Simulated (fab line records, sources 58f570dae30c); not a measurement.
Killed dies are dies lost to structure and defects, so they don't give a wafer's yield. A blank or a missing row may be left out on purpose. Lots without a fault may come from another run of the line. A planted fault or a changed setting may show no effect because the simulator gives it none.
One fault seen from 2 desks | flow berkeley_cmos170 | each desk has only its own numbers; what lay behind them comes last

THE METROLOGY DESK
What the gauges read, lot by lot, whatever tool the lot ran on: means of the sampled wafers that have a number. A lot is out of limits, marked OUT, if its mean lies more than 4 standard deviations from the usual mean; the brackets give that distance.
Columns: A = NVT_TW at UCB170_NVT_TW_MEAS_09, usual 526; B = cd_nm at UCB170_CONTACT_CD_MEAS_15, usual 699.7 nm; C = cd_nm at UCB170_CONTACT_CD_MEAS_90, usual 699.6 nm; D = V2_POLISHED_THK at UCB170_V2_THK_MEAS_04, usual 1000.7 nm
lot  | first seen here | A             | B     | C     | D
L761 | day 6 16:04     | 527           | 697.8 | 697.4 | 999.9
L762 | day 6 16:22     | 530           | 701.3 | 700.6 | 999.5
L764 | day 7 02:35     | 524           | 700.8 | 700.0 | 1001.5
L763 | day 7 02:44     | 525           | 699.4 | 699.4 | 998.9
L765 | day 7 02:47     | 529           | 698.5 | 699.3 | 999.1
L766 | day 7 18:46     | 530           | 701.9 | 701.6 | 1001.1
L769 | day 8 00:22     | 523           | 700.3 | 700.1 | 999.9
L767 | day 8 00:56     | 568 (+11) OUT | 698.1 | 698.3 | 1001.6
L770 | day 8 13:01     | 565 (+10) OUT | 700.7 | 700.3 | 1001.5
L779 | day 9 19:43     | 525           | 701.0 | 701.5 | 1002.7
L777 | day 9 20:04     | 523           | 698.9 | 699.0 | 998.5
L783 | day 10 20:00    | 525           | 699.1 | 698.7 | 1001.3
L782 | day 10 20:11    | 525           | 698.6 | 698.8 | 1000.7
L784 | day 11 01:11    | 517           | 699.9 | 700.1 | 1001.4
This desk's finding: out of limits on L767, L770; first on L767, day 8 00:56 (NVT_TW at UCB170_NVT_TW_MEAS_09). In limits: L761, L762, L764, L763, L765, L766, L769, L779, L777, L783, L782, L784.

THE TOOL OWNER'S DESK: implanter-02
The tool's own readings at UCB170_NVT_IMPLANT_07: means of the sampled wafers that have a number, for each lot that ran on this tool. A lot is out of limits, marked OUT, if its mean lies more than 4 standard deviations from the usual mean; the brackets give that distance.
Columns: A = beam_energy_keV at UCB170_NVT_IMPLANT_07, usual 50.008
lot  | first seen here | A
L764 | day 7 02:20     | 50.022
L765 | day 7 02:34     | 50.006
L766 | day 7 18:32     | 49.995
L767 | day 8 00:43     | 67.516 (+99 or more) OUT
L770 | day 8 12:47     | 67.489 (+99 or more) OUT
This desk's finding: out of limits on L767, L770; first on L767, day 8 00:43 (beam_energy_keV at UCB170_NVT_IMPLANT_07). In limits: L764, L765, L766.

PUT TOGETHER
The tool owner's desk could have raised an alarm at day 8 00:43, on L767, L770.
The metrology desk could have raised an alarm at day 8 00:56, on L767, L770.
Of the lots named, all ran UCB170_NVT_IMPLANT_07 on implanter-02.

WHAT THE SIMULATOR HAD PUT IN
Process parameter drift: implanter-02, from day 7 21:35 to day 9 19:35, at UCB170_NVT_IMPLANT_07. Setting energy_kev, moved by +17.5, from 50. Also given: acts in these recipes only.
Lots struck among those shown: L767, L770.
Hours from the fault's start to each desk's first reading out of limits: the tool owner's desk, 3; the metrology desk, 3.
